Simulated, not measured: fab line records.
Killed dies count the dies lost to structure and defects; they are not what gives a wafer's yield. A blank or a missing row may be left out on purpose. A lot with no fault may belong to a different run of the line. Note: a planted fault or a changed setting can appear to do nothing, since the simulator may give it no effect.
Lot-split experiment    flow rit_cmos    23 wafers read from 5 lots, route of 202 steps

## ON THE SPLIT
At RIT_PRETRO_IMPLANT_08, the setting energy_kev was moved away from the recipe's 45 on 5 of the 23 wafers read, by -3.0% to +4.4%. All remaining wafers had this setting at the recipe value.

The split's own step is where the reading is taken.

## THE READING
The simulator's own value implant.drp_nm, read by no gauge, in nm at RIT_PRETRO_IMPLANT_08. There is no usual value for it anywhere in the file.

wafer   tool, chamber at the split  energy_kev as run  against the recipe  implant.drp_nm, nm  against lot-mates on the recipe
L074.1  implanter-01, 0             43.66              -3.0%               54.09               -0.98
L074.6  implanter-01, 0             43.66              -3.0%               54.09               -0.98
L074.2  implanter-01, 0             45                 recipe              55.07               -
L074.3  implanter-01, 0             45                 recipe              55.07               -
L074.5  implanter-01, 0             45                 recipe              55.07               -
L075.1  implanter-02, 0             45                 recipe              55.07               -
L075.5  implanter-02, 0             45                 recipe              55.07               -
L075.2  implanter-02, 0             46.96              +4.4%               56.47               +1.40
L075.4  implanter-02, 0             46.96              +4.4%               56.47               +1.40
L075.6  implanter-02, 0             46.96              +4.4%               56.47               +1.40
L076.1  implanter-01, 0             45                 recipe              55.07               -
L076.2  implanter-01, 0             45                 recipe              55.07               -
L076.3  implanter-01, 0             45                 recipe              55.07               -
L076.4  implanter-01, 0             45                 recipe              55.07               -
L076.5  implanter-01, 0             45                 recipe              55.07               -
L082.2  implanter-02, 0             45                 recipe              55.07               -
L082.3  implanter-02, 0             45                 recipe              55.07               -
L082.4  implanter-02, 0             45                 recipe              55.07               -
L082.5  implanter-02, 0             45                 recipe              55.07               -
L082.6  implanter-02, 0             45                 recipe              55.07               -
L084.2  implanter-04, 0             45                 recipe              55.07               -
L084.3  implanter-04, 0             45                 recipe              55.07               -
L084.6  implanter-04, 0             45                 recipe              55.07               -

FIT RESULTS
A straight line over all 23 wafers: implant.drp_nm changes by +0.324 nm for each +1% of energy_kev; r = +1.00; the points scatter about the line by 0.0055 nm.
The same after taking each lot's own level away (the mean of its wafers on the recipe; 23 wafers): +0.324 nm for each +1%; r = +1.00; scatter 0.0055 nm.
According to that fit, moving energy_kev by its largest amount changes the reading by 1.4 nm.
The lots' own levels span 55.070 to 55.070 nm.
The two slopes are in agreement: the lot-to-lot level therefore moves the slope only a little.
Check: for one of the wafers moved furthest among these (+4.4%), held out of the fit, the line's prediction against its lot-mates is +1.41 nm. Against them it came out at +1.4 nm.

## THE OTHER SPLITS THESE WAFERS WENT THROUGH
Before the reading, these wafers also passed through other splits. Each is held against what the fit with the lots' levels taken away leaves over:
other split on the same wafers      wafers away from the commonest value  r with implant.drp_nm (lot level and that fit taken away)
RIT_ACTIVE_COAT_06 resist_thk_nm    9                                     +0.14
RIT_ACTIVE_HARDBAKE_12 temp_c       5                                     +0.37
RIT_ACTIVE_STRIP_14 pressure_mtorr  18                                    +0.09
RIT_NRETRO_COAT_01 spin_rpm         11                                    +0.09
RIT_NRETRO_IMPLANT_08 dose_cm2      9                                     +0.46
RIT_PRETRO_COAT_01 resist_thk_nm    10                                    -0.14

## THE WHOLE CHAIN: every reading that the file lists as answering this split, in the file's order
step                   what it does  reading                                                          change (the file's fit)                r (the file's)
RIT_PRETRO_IMPLANT_08                implant.rp_nm (the simulator's own value, which no gauge read)   +1.35 nm for each +1% of the setting   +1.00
RIT_PRETRO_IMPLANT_08                implant.drp_nm (the simulator's own value, which no gauge read)  +0.325 nm for each +1% of the setting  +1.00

## THE FILE'S OWN FIT
implant.drp_nm changes by +0.325 nm for each +1% of energy_kev, r = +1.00.
